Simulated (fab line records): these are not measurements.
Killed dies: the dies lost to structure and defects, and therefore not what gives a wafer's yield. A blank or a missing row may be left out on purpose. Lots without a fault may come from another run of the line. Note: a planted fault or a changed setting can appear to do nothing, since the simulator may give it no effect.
Chamber matching -- flow berkeley cmos170 -- UCB170_M1_ETCH_11 on rie diel-01: 4 sister chambers
The step etches BARC in N2/H2. 7 wafers are shown with their chamber, then 7 later ones without.

WAFERS PAIRED WITH THEIR CHAMBERS
wafer,chamber,throttle valve pct (%),drypump motor current A (A)
L245.3,0,13.11,5.1
L245.6,0,13.10,5.2
L247.1,3,13.18,5.0
L247.2,2,13.41,5.1
L247.6,1,13.70,5.5
L249.2,3,13.17,5.0
L249.5,1,13.69,5.5

WAFERS WHOSE CHAMBER IS MISSING
wafer,throttle valve pct (%),drypump motor current A (A)
L249.6,13.42,5.0
L252.2,13.71,5.4
L252.3,13.09,5.2
L252.4,13.40,5.0
L253.2,13.41,5.0
L253.4,13.19,5.1
L253.5,13.17,5.1

WHICH CHAMBER EACH WENT THROUGH
wafer,from the rows above,in truth
L249.6,2,2
L252.2,1,1
L252.3,0,0
L252.4,2,2
L253.2,2,2
L253.4,3,3
L253.5,3,3
Correct placement for 7 of the 7. From these rows, 0 cannot be placed. Number placed wrongly: 0.
How it was worked out, from the rows above alone: a wafer's distance from a chamber is the root of the sum, over the readings, of the square of ((its reading less the chamber's mean) divided by the reading's scatter). If the next closest chamber is less than 2 further off than the closest, the wafer can't be placed; otherwise it belongs to the closest. A chamber's mean is the mean of its shown wafers. The scatter is the square root of a quotient: the sum, over the shown wafers, of each reading's squared deviation from its chamber's mean, divided by wafers minus chambers.
